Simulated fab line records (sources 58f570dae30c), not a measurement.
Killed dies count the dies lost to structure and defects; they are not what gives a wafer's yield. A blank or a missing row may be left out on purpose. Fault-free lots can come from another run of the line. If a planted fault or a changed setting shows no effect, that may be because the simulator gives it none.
Chamber matching	flow berkeley-cmos170	UCB170_GATE_ETCH_15 on rie-si-01 has 4 sister chambers
The step etches poly-Si in HBr/Cl2, stops on SiO2, time 56.3 s, target depth 278.2 nm. 8 wafers are shown with their chamber, then 8 later ones without.

EACH WAFER AND ITS CHAMBER
wafer	chamber	drypump-motor-current-A (A)	throttle-valve-pct (%)
L673.4	0	5.18	25.92
L675.1	3	5.91	26.49
L675.2	1	5.60	26.47
L675.3	2	5.70	26.04
L683.2	0	5.17	25.92
L683.4	2	5.70	26.06
L683.6	3	5.91	26.51
L685.2	1	5.59	26.48

WAFERS WITH NO CHAMBER GIVEN
wafer	drypump-motor-current-A (A)	throttle-valve-pct (%)
L685.4	5.68	26.05
L685.6	5.92	26.48
L687.1	5.92	26.50
L687.4	5.71	26.05
L687.5	5.58	26.49
L691.2	5.57	26.47
L691.4	5.18	25.93
L691.6	5.57	26.47

WHICH CHAMBER EACH ONE RAN IN
wafer	from the rows above	in truth
L685.4	2	2
L685.6	3	3
L687.1	3	3
L687.4	2	2
L687.5	1	1
L691.2	1	1
L691.4	0	0
L691.6	1	1
Correctly placed: 8 of 8. Not placeable from these rows: 0. Placed wrongly: 0.
How it was worked out, from the rows above alone: a wafer's distance from a chamber is the root of the sum, over the readings, of the square of ((its reading less the chamber's mean) divided by the reading's scatter). The wafer belongs to the nearest chamber; if the next one is less than 2 further off, it can't be placed. Each chamber's mean is taken over the wafers shown for it. How the scatter is found: for the shown wafers, subtract from each reading the mean of its chamber, square and add these, divide the total by (wafers less chambers), then take the root.
